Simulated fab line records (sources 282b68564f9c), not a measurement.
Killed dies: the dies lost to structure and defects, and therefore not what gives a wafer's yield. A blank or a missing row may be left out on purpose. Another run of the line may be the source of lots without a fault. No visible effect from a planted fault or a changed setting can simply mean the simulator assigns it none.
Struck lot and sound lot, side by side / flow rit cmos / 34 steps out of a route of 202
Sound: these wafers, L105.1, L105.3, L105.5. The struck wafers were L117.3, L117.4, L117.6. Last of all comes the cause.
For every step that has rows: the tool of each side, followed by ch and its chambers, followed by its first start. Under that, the readings that differ: sound wafers / struck wafers / difference of the means / sigmas: that difference in standard deviations of wafers without a fault.
alike: a reading whose means differ by less than 2 such deviations, as well as words and numbers matching on both sides. not compared: withheld readings; readings where some wafer has no value; bounds like >300 that might hide an equal value; numbers whose values overlap and for which the record gives no deviation.
The two part at a step that has a row with sigmas, a row that says differs or no value, or rows on one side only. When numbers do not overlap yet have no deviation, they are printed without sigmas and do not part them. Lack of a reading on every wafer of one side parts them only where that side has two or more wafers.

first, 2 steps without rows for these wafers: RIT_SPACER_CLEAN_02 (cleans in SC2, time 600 s); RIT_SPACER_CVD_03 (deposits Si3N4 from SiH2Cl2/NH3, target thk 250 nm, time 3300 s).
RIT_SPACER_THK_MEAS_04:
  sound on film metro-02 at day 3 05:58; struck on film metro-01 at day 5 16:06
  alike: SPACER_NITRIDE_THK
RIT_SPACER_ETCHBACK_05: etches Si3N4 in SF6/CHF3, stops on SiO2, target depth 250 nm, time 240 s.
  sound on rie diel-02 ch 0,1, day 3 06:01; struck on rie diel-01 ch 0,1, day 5 16:08
  alike: drypump motor current A, oes product au, throttle valve pct
  not compared: rf hours counter h
then, 6 steps without rows for these wafers: RIT_NSD_HMDS_00 (prime time 60 s); RIT_NSD_COAT_01 (resist thk 1000 nm); RIT_NSD_SOFTBAKE_02 (time 60 s); RIT_NSD_EXPOSE_03 (exposes mask M9, target cd 40700 nm); RIT_NSD_PEB_04; RIT_NSD_DEVELOP_05 (develop time 50 s).
RIT_NSD_OVL_MEAS_06:
  sound on overlay-02 at day 3 07:11; struck on overlay-02 at day 5 17:12
reading=NSD_OVL (nm); sound=-2.5 -0.7 -0.3; struck=3.6 2.6 2.7; difference=+4.1; sigmas=+3
then, 1 step without rows for these wafers: RIT_NSD_HARDBAKE_07 (time 60 s).
RIT_NSD_IMPLANT_08:
  sound on implanter-04 ch 0, day 3 07:22; struck on implanter-01 ch 0, day 5 17:26
reading=dose ions cm2; sound=1.0009e+15 1.0018e+15 1.0014e+15; struck=1.4472e+15 1.4473e+15 1.446e+15; difference=+4.4547e+14; sigmas=+99 or more
reading=end station pressure torr (Torr); sound=7.4e-06 7.4e-06 7.6e-06; struck=8.6e-06 8.4e-06 8.6e-06; difference=+1.1e-06; sigmas=+3
reading=faraday current uA; sound=3120 3201 3096; struck=4520 4409 4687; difference=+1400; sigmas=+22
RIT_NSD_STRIP_09: strips in O2, time 180 s.
  sound on plasma asher-03 ch 0,1, day 3 07:31; struck on plasma asher-03 ch 0,1, day 5 17:41
  alike: drypump motor current A, rf refl power W
  not compared: rf hours counter h
RIT_NSD_TW_MEAS_10:
  sound on film metro-04 at day 3 07:41; struck on film metro-04 at day 5 17:49
reading=NSD_TW; sound=3169 3158 3158; struck=3381 3388 3387; difference=+224; sigmas=+7
then, 6 steps without rows for these wafers: RIT_PSD_HMDS_00 (prime time 60 s); RIT_PSD_COAT_01 (resist thk 994.2 nm); RIT_PSD_SOFTBAKE_02 (time 60 s); RIT_PSD_EXPOSE_03 (exposes mask M10, target cd 40900 nm); RIT_PSD_PEB_04; RIT_PSD_DEVELOP_05 (develop time 50 s).
RIT_PSD_OVL_MEAS_06:
  sound on overlay-02 at day 3 08:53; struck on overlay-02 at day 5 18:43
  alike: PSD_OVL
then, 2 steps without rows for these wafers: RIT_PSD_HARDBAKE_07 (time 60 s); RIT_PSD_IMPLANT_08.
RIT_PSD_STRIP_09: strips in O2, time 180 s.
  sound on plasma asher-03 ch 0,1, day 3 09:13; struck on plasma asher-03 ch 0,1, day 5 19:07
  alike: drypump motor current A, rf refl power W
  not compared: rf hours counter h
RIT_PSD_TW_MEAS_10:
  sound on film metro-01 at day 3 09:23; struck on film metro-01 at day 5 19:14
  alike: PSD_TW
then, 3 steps without rows for these wafers: RIT_SDANNEAL_CLEAN_00 (cleans in SC1, time 600 s); RIT_SDANNEAL_CLEAN_01 (cleans in dHF, time 30 s); RIT_SDANNEAL_CLEAN_02 (cleans in SC2, time 600 s).
RIT_SDANNEAL_RTA_03: time 5 s.
  sound on rtp anneal-01 ch 0, day 3 09:49; struck on rtp anneal-01 ch 0, day 5 19:40
  alike: wafer_temp_C_max
RIT_SDANNEAL_RS_MEAS_04: the measuring method here is four-point-probe.
  sound on film metro-01 at day 3 09:53; struck on film metro-02 at day 5 19:45
  alike: PSD_RS
RIT_SDANNEAL_RS_MEAS_05: the measuring method here is four-point-probe.
  sound on film metro-01 at day 3 10:00; struck on film metro-02 at day 5 19:52
reading=NSD_RS (ohm/sq); sound=84.8 84.6 84.5; struck=64.2 64.2 64.2; difference=-20.4; sigmas=-68
RIT_SDANNEAL_RS_MEAS_06: the measuring method here is four-point-probe.
  sound on film metro-01 at day 3 10:07; struck on film metro-02 at day 5 19:59
  alike: PLDD_RS
RIT_M1_PROBE_99:
  sound on prober-01 at day 3 17:31; struck on prober-01 at day 6 03:46
reading=model.etest.nmos_0p15.r on ohm um; sound=1078 1125 1080; struck=1143 1179 1160; difference=+66; sigmas=
reading=model.etest.nmos_0p15.drive ua um; sound=480.4 467.7 470; struck=463.6 458.4 455.7; difference=-13.5; sigmas=
reading=model.etest.contact nplus.end ohm um; sound=41.24 41.41 41.6; struck=25.72 25.68 25.73; difference=-15.71; sigmas=
reading=model.etest.nmos_0p3.drive ua um; sound=226.4 220.4 224.8; struck=227.8 230.8 230.9; difference=+6.0; sigmas=
reading=model.etest.nmos_0p15.tox inv nm (nm); sound=4.533 4.541 4.524; struck=4.271 4.22 4.243; difference=-0.288; sigmas=
  alike: killed at contacts, killed at front end, killed dies, killed open, killed short
  not compared: model.etest.nmos_0p3.r on ohm um, model.etest.nmos narrow.drive ua um, model.etest.npoly line.rs ohm sq

## WHERE THEY PART
Earliest at RIT_NSD_OVL_MEAS_06; latest, in this record, at RIT_SDANNEAL_RS_MEAS_05. Later steps at which nothing parts them and some readings are alike: RIT_SDANNEAL_RS_MEAS_06, RIT_M1_PROBE_99.

WHY: whatever the simulator had introduced
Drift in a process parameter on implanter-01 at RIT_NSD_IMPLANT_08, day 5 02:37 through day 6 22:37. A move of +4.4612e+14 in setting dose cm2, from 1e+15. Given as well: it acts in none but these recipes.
